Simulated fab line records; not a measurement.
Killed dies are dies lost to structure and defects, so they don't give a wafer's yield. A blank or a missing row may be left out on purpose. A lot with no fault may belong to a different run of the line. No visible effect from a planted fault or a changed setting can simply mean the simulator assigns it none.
Commonality check across tools || flow rit cmos || 13 lots, 39 wafers sampled

WHAT PROMPTED THE OPENING
1 of 13 lots carry a flag on the reading ACTIVE_NITRIDE_THK at RIT_ACTIVE_THK_MEAS_04. Fault-free wafers read 151.4 nm, with a standard deviation of 1.6.
Rule: a lot gets a flag if all its wafers with a number sit over 4 standard deviations from that mean, or if no wafer of it has a number. As for the other lots, they are considered sound.

{"lot": "L333", "measured": "day 1 23:58", "on": "film metro-01", "ACTIVE_NITRIDE_THK (nm), wafer by wafer": "151.3 153.0 152.4", "flag": ""}
{"lot": "L334", "measured": "day 2 04:32", "on": "film metro-03", "ACTIVE_NITRIDE_THK (nm), wafer by wafer": "152.2 151.1 150.8", "flag": ""}
{"lot": "L335", "measured": "day 2 09:32", "on": "film metro-03", "ACTIVE_NITRIDE_THK (nm), wafer by wafer": "150.5 150.4 152.4", "flag": ""}
{"lot": "L336", "measured": "day 2 14:51", "on": "film metro-03", "ACTIVE_NITRIDE_THK (nm), wafer by wafer": "151.6 152.1 152.6", "flag": ""}
{"lot": "L337", "measured": "day 2 20:56", "on": "film metro-01", "ACTIVE_NITRIDE_THK (nm), wafer by wafer": "152.1 151.1 151.6", "flag": ""}
{"lot": "L338", "measured": "day 3 05:04", "on": "film metro-01", "ACTIVE_NITRIDE_THK (nm), wafer by wafer": "153.3 154.9 152.6", "flag": ""}
{"lot": "L339", "measured": "day 3 08:33", "on": "film metro-04", "ACTIVE_NITRIDE_THK (nm), wafer by wafer": "151.9 151.2 152.6", "flag": ""}
{"lot": "L341", "measured": "day 3 16:57", "on": "film metro-03", "ACTIVE_NITRIDE_THK (nm), wafer by wafer": "124.1 124.3 123.4", "flag": "FLAGGED"}
{"lot": "L344", "measured": "day 4 07:05", "on": "film metro-04", "ACTIVE_NITRIDE_THK (nm), wafer by wafer": "151.2 151.8 152.8", "flag": ""}
{"lot": "L347", "measured": "day 4 23:43", "on": "film metro-04", "ACTIVE_NITRIDE_THK (nm), wafer by wafer": "150.8 150.0 150.1", "flag": ""}
{"lot": "L348", "measured": "day 5 03:38", "on": "film metro-04", "ACTIVE_NITRIDE_THK (nm), wafer by wafer": "148.4 150.1 149.7", "flag": ""}
{"lot": "L351", "measured": "day 5 18:28", "on": "film metro-03", "ACTIVE_NITRIDE_THK (nm), wafer by wafer": "151.2 151.4 150.9", "flag": ""}
{"lot": "L352", "measured": "day 6 00:04", "on": "film metro-03", "ACTIVE_NITRIDE_THK (nm), wafer by wafer": "150.6 149.1 150.4", "flag": ""}
Average over the flagged lots: 123.9 nm; offset from the usual -27.5 nm, equal to -17 standard deviations.

WHICH TOOL RAN EACH LOT
The record holds 1 process step before the reading, out of a route of 202 steps. Read each cell as the tool, then ch plus the chambers that the sampled wafers visited, then the start.
{"lot": "L333", "flag": "", "RIT_ACTIVE_CVD_03": "lpcvd-02 ch 1, day 1 22:34"}
{"lot": "L334", "flag": "", "RIT_ACTIVE_CVD_03": "lpcvd-02 ch 1, day 2 03:07"}
{"lot": "L335", "flag": "", "RIT_ACTIVE_CVD_03": "lpcvd-02 ch 1, day 2 08:07"}
{"lot": "L336", "flag": "", "RIT_ACTIVE_CVD_03": "lpcvd-02 ch 0, day 2 13:26"}
{"lot": "L337", "flag": "", "RIT_ACTIVE_CVD_03": "lpcvd-01 ch 1, day 2 19:30"}
{"lot": "L338", "flag": "", "RIT_ACTIVE_CVD_03": "lpcvd-02 ch 1, day 3 03:38"}
{"lot": "L339", "flag": "", "RIT_ACTIVE_CVD_03": "lpcvd-02 ch 0, day 3 07:08"}
{"lot": "L341", "flag": "FLAGGED", "RIT_ACTIVE_CVD_03": "lpcvd-02 ch 1, day 3 15:31"}
{"lot": "L344", "flag": "", "RIT_ACTIVE_CVD_03": "lpcvd-01 ch 0, day 4 05:40"}
{"lot": "L347", "flag": "", "RIT_ACTIVE_CVD_03": "lpcvd-01 ch 0, day 4 22:18"}
{"lot": "L348", "flag": "", "RIT_ACTIVE_CVD_03": "lpcvd-01 ch 1, day 5 02:13"}
{"lot": "L351", "flag": "", "RIT_ACTIVE_CVD_03": "lpcvd-01 ch 0, day 5 16:20"}
{"lot": "L352", "flag": "", "RIT_ACTIVE_CVD_03": "lpcvd-01 ch 0, day 5 22:39"}
These steps, and what they do:
- RIT_ACTIVE_CVD_03: deposits Si3N4 from SiH2Cl2/NH3, target thk 150 nm, time 1500 s.
- RIT_ACTIVE_THK_MEAS_04

FLAGGED AGAINST TOTAL, ONE TOOL AT A TIME (gauges that did the reading follow at the end)
{"step": "RIT_ACTIVE_CVD_03", "tool": "lpcvd-01", "lots run": 6, "flagged": 0, "share of the flagged lots": "none", "sound lots run after its first flagged lot": "-"}
{"step": "RIT_ACTIVE_CVD_03", "tool": "lpcvd-02", "lots run": 7, "flagged": 1, "share of the flagged lots": "all", "sound lots run after its first flagged lot": 0}
{"step": "RIT_ACTIVE_THK_MEAS_04", "tool": "film metro-01", "lots run": 3, "flagged": 0, "share of the flagged lots": "none", "sound lots run after its first flagged lot": "-"}
{"step": "RIT_ACTIVE_THK_MEAS_04", "tool": "film metro-03", "lots run": 6, "flagged": 1, "share of the flagged lots": "all", "sound lots run after its first flagged lot": "2 (L351,L352)"}
{"step": "RIT_ACTIVE_THK_MEAS_04", "tool": "film metro-04", "lots run": 4, "flagged": 0, "share of the flagged lots": "none", "sound lots run after its first flagged lot": "-"}

WHAT IS ALLOWED BY THE TABLE
lpcvd-02 at RIT_ACTIVE_CVD_03 and film metro-03 at RIT_ACTIVE_THK_MEAS_04 are the 2 rows of the table that ran each flagged lot.
- lpcvd-02 at RIT_ACTIVE_CVD_03 ran 7 lots, 1 of them flagged. Its last sound lot is L339 (day 3 07:08), its first flagged lot L341 (day 3 15:31): a fault that began between those two fits.
- film metro-03 at RIT_ACTIVE_THK_MEAS_04 ran 6 lots, 1 of them flagged. After the first flagged lot (L351, L352), sound lots still ran on it; a lasting fault on the whole tool would not permit that.
What remains is a single tool, lpcvd-02 at RIT_ACTIVE_CVD_03.

WHAT THE SIMULATOR HAD INSERTED
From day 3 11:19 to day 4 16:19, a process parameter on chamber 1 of lpcvd-02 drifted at RIT_ACTIVE_CVD_03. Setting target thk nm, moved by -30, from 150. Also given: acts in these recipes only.
Struck lots among those shown: L341. The rule above found the same.
